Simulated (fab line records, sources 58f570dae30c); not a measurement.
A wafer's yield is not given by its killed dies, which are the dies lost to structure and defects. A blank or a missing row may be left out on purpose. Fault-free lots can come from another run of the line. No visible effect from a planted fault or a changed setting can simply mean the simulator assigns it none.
What tool caused it?    flow berkeley-cmos170    21 wafers from 7 lots sampled at 3 of the route's 331 steps

## WHAT EACH GAUGE READ, for each wafer
UCB170_NSD_OVL_MEAS_07.
lot   measured      on          NSD_OVL (nm)
L115  day 7 15:35   overlay-02  -4 -4 -9
L117  day 7 23:50   overlay-01  -5 -8 -13
L121  day 8 18:51   overlay-02  -6 0 -5
L127  day 9 10:44   overlay-01  -3 -2 -2
L130  day 9 23:17   overlay-01  1 2 -2
L133  day 10 20:05  overlay-01  4 5 8
L137  day 11 01:04  overlay-02  0 -5 0

## WHAT TOOL EACH LOT RAN ON (gives the tool, then ch and the chambers of the sampled wafers, and finally the start)
lot   UCB170_SPACER_CVD_00            UCB170_NSD_DEVELOP_05
L115  pecvd-04 ch 0,2, day 7 09:03    litho-track-01 ch 0, day 7 15:00
L117  pecvd-02 ch 0,1,2, day 7 15:08  litho-track-02 ch 0, day 7 23:00
L121  pecvd-01 ch 1,2, day 8 09:10    litho-track-01 ch 0, day 8 18:00
L127  pecvd-04 ch 0,2, day 9 02:32    litho-track-02 ch 0, day 9 10:00
L130  pecvd-04 ch 0,2, day 9 14:08    litho-track-02 ch 0, day 9 23:00
L133  pecvd-04 ch 1,2, day 10 11:52   litho-track-02 ch 0, day 10 19:00
L137  pecvd-01 ch 0,2, day 10 16:42   litho-track-01 ch 0, day 11 00:00
- UCB170_SPACER_CVD_00: deposits SiO2 from TEOS/O2, target thk 376 nm, time 47 s.
- UCB170_NSD_DEVELOP_05: develop time 45 s.

## THE ANSWER, worked out from the rows above alone
Rule: what is usual is taken from the lots themselves. Put in order of their means at a reading, lots are off if they are a third of the lots or fewer, leave a main group of 4 or more, and stand apart from it by a gap of 3 or more times the standard deviation of the main group's means; of several such gaps the widest counts. The tables above print the reading to a certain number of digits; a main group whose means all agree to those digits is not used. A lot without any number at a reading at which 4 lots or more have one is off too. Where the step has rows for the other lots, those lots are counted as sound.
Across all readings shown, no lot is off: no conclusion can be drawn from this.

## WHAT THE SIMULATOR HAD PUT IN
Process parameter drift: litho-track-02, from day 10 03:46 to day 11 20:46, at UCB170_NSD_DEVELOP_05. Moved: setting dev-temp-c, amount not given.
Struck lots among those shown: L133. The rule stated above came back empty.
